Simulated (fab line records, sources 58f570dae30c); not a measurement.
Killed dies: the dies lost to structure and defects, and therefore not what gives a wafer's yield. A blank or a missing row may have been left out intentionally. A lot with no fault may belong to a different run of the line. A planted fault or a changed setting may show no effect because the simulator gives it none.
Lot-split experiment | flow berkeley-cmos170 | 5 lots, 27 wafers read, on a route of 331 steps

THE SPLIT ITSELF
At UCB170_PWELL_OXIDATION_02 (target thk 26.4 nm, ox time 1260 s), the setting ox-time-s was moved away from the recipe's 1260 s on 6 of the 27 wafers read, by -51.9%. This setting was run at the recipe's value on the other wafers.

The file shows no step between the split and the reading.

THE READING
PWELL_OXIDE_THK, in nm, at UCB170_PWELL_THK_MEAS_03. Typical for fault-free wafers on this fab line: 26.5 nm, with standard deviation 0.55 nm.

wafer  | tool, chamber at the split | ox-time-s as run, s | against the recipe | PWELL_OXIDE_THK, nm | against lot-mates on the recipe
L076.1 | -, -                       | 1260                | recipe             | 27.2                | -
L076.2 | -, -                       | 1260                | recipe             | 27.2                | -
L076.3 | -, -                       | 1260                | recipe             | 27.5                | -
L076.4 | -, -                       | 1260                | recipe             | 27.5                | -
L076.5 | -, -                       | 1260                | recipe             | 27.3                | -
L076.6 | -, -                       | 1260                | recipe             | 27.3                | -
L078.1 | -, -                       | 1260                | recipe             | 26.1                | -
L078.2 | -, -                       | 1260                | recipe             | 26.4                | -
L078.3 | -, -                       | 1260                | recipe             | 26.1                | -
L078.4 | -, -                       | 1260                | recipe             | 26.0                | -
L078.5 | -, -                       | 1260                | recipe             | 25.6                | -
L078.6 | -, -                       | 1260                | recipe             | 25.5                | -
L080.1 | -, -                       | 1260                | recipe             | 26.3                | -
L080.2 | -, -                       | 1260                | recipe             | 25.4                | -
L080.3 | -, -                       | 1260                | recipe             | 26.2                | -
L080.4 | -, -                       | 1260                | recipe             | 25.8                | -
L080.5 | -, -                       | 1260                | recipe             | 25.9                | -
L080.6 | -, -                       | 1260                | recipe             | 26.1                | -
L082.1 | furnace-03, 0              | 1260                | recipe             | 26.4                | -
L082.2 | furnace-03, 0              | 1260                | recipe             | 26.7                | -
L082.3 | furnace-03, 0              | 1260                | recipe             | 26.6                | -
L085.1 | -, -                       | 606.3               | -51.9%             | 17.7                | no lot-mate on the recipe
L085.2 | -, -                       | 606.3               | -51.9%             | 18.0                | no lot-mate on the recipe
L085.3 | -, -                       | 606.3               | -51.9%             | 18.0                | no lot-mate on the recipe
L085.4 | -, -                       | 606.3               | -51.9%             | 18.1                | no lot-mate on the recipe
L085.5 | -, -                       | 606.3               | -51.9%             | 17.9                | no lot-mate on the recipe
L085.6 | -, -                       | 606.3               | -51.9%             | 18.3                | no lot-mate on the recipe

THE FIT
A straight line over all 27 wafers: PWELL_OXIDE_THK changes by +0.163 nm for each +1% of ox-time-s; r = +0.99; the points scatter about the line by 0.61 nm.
Too few moved wafers have a lot-mate on the recipe to fit a line with each lot's own level taken away.

THE WHOLE CHAIN: every reading that the file lists as answering this split, in the file's order
step                      | what it does                       | reading                                                                            | change (the file's fit)               | r (the file's)
UCB170_PWELL_OXIDATION_02 | target thk 26.4 nm, ox time 1260 s | SiO2_of_PWELL_OXIDATION_02.thk-nm (the simulator's own value, which no gauge read) | +0.163 nm for each +1% of the setting | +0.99
UCB170_PWELL_THK_MEAS_03  |                                    | PWELL_OXIDE_THK                                                                    | +0.163 for each +1% of the setting    | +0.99

FILE'S OWN FIT
PWELL_OXIDE_THK changes by +0.163 nm for each +1% of ox-time-s, r = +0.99.
